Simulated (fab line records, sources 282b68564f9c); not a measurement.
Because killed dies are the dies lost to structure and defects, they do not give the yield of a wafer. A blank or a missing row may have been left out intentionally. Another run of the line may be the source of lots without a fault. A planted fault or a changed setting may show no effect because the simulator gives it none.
A struck lot beside a sound one	flow ritCmos	18 steps out of a route of 202
Sound: wafers L930.3, L930.5, L930.6. The struck wafers were L935.3, L935.5, L935.6. The cause is given at the end.
Per side, at each step with rows, come the tool, then ch with its chambers, and then its first start. Under that, the readings that differ: sound wafers	struck wafers	difference of the means	sigmas: that difference in standard deviations of wafers without a fault.
alike: readings whose means differ by less than 2 such deviations, and words and numbers that are the same on both sides. not compared: withheld readings, readings that some wafer has no value for, bounds like >300 that may hide the same value, and numbers for which the record gives no deviation and whose values overlap.
Wherever a step has rows on one side only, a row that says differs or no value, or a row with sigmas, the two part there. Numbers that have no deviation but don't overlap get no sigmas and don't part them. Lack of a reading on every wafer of one side parts them only where that side has two or more wafers.

first, 4 steps without rows for these wafers: RIT_PSD_SOFTBAKE_02 (time 60 s); RIT_PSD_EXPOSE_03 (exposes mask M10, target cd 40900 nm); RIT_PSD_PEB_04; RIT_PSD_DEVELOP_05 (develop time 50 s).
RIT_PSD_OVL_MEAS_06:
  struck on overlay-01, day 4 06:33; sound on overlay-02, day 3 05:37
  alike: PSD_OVL
then, 2 steps without rows for these wafers: RIT_PSD_HARDBAKE_07 (time 60 s); RIT_PSD_IMPLANT_08.
RIT_PSD_STRIP_09: strips in O2, time 180 s.
  sound on plasmaAsher-01 ch 0,1, day 3 06:04; struck on plasmaAsher-01 ch 0,1, day 4 06:56
  alike: drypumpMotorCurrentA
  not compared: rfHoursCounterH
RIT_PSD_TW_MEAS_10:
  struck on filmMetro-02, day 4 07:04; sound on filmMetro-01, day 3 06:13
reading	sound	struck	difference	sigmas
PSD_TW	3402 3392 3367	3469 3451 3454	+71	+2
then, 3 steps without rows for these wafers: RIT_SDANNEAL_CLEAN_00 (cleans in SC1, time 600 s); RIT_SDANNEAL_CLEAN_01 (cleans in dHF, time 30 s); RIT_SDANNEAL_CLEAN_02 (cleans in SC2, time 600 s).
RIT_SDANNEAL_RTA_03: time 5 s.
  sound on rtpAnneal-01 ch 0, day 3 07:03; struck on rtpAnneal-02 ch 0, day 4 07:31
  alike: wafer_temp_C_max
RIT_SDANNEAL_RS_MEAS_04: measures by four-point-probe.
  struck on filmMetro-01, day 4 07:35; sound on filmMetro-01, day 3 07:08
reading	sound	struck	difference	sigmas
PSD_RS (ohm/sq)	115.92 115.59 116.07	118.46 118.11 118.52	+2.50	+10
RIT_SDANNEAL_RS_MEAS_05: measures by four-point-probe.
  struck on filmMetro-01, day 4 07:43; sound on filmMetro-01, day 3 07:15
reading	sound	struck	difference	sigmas
NSD_RS (ohm/sq)	84.61 84.67 84.67	85.06 85.44 85.25	+0.60	+2
RIT_SDANNEAL_RS_MEAS_06: measures by four-point-probe.
  struck on filmMetro-01, day 4 07:50; sound on filmMetro-01, day 3 07:22
reading	sound	struck	difference	sigmas
PLDD_RS (ohm/sq)	178.5 178.5 178.7	181.0 180.9 180.4	+2.2	+5
RIT_SDANNEAL_RS_MEAS_07: measures by four-point-probe.
  struck on filmMetro-01, day 4 07:57; sound on filmMetro-01, day 3 07:29
  alike: NLDD_RS
RIT_M1_PROBE_99:
  struck on prober-02, day 4 15:22; sound on prober-01, day 3 15:42
reading	sound	struck	difference	sigmas
model.etest.vpnp.gain	1.077 1.058 1.075	0.9532 0.965 0.9669	-0.1083	
model.etest.diodePplusComb.cjFfUm2	1.969 1.981 1.982	1.962 1.96 1.967	-0.014	
  alike: killed_at_M0_to_M3, killedAtContacts, killedAtFrontEnd, killedDies, killedOpen, killedShort
  not compared: model.etest.diodePplusNwell.cjFfUm2

## WHERE THEY PART
First at RIT_PSD_TW_MEAS_10; last, within this record, at RIT_SDANNEAL_RS_MEAS_06. Later steps at which nothing parts them and some readings are alike: RIT_SDANNEAL_RS_MEAS_07, RIT_M1_PROBE_99.

WHY: what had been put in by the simulator
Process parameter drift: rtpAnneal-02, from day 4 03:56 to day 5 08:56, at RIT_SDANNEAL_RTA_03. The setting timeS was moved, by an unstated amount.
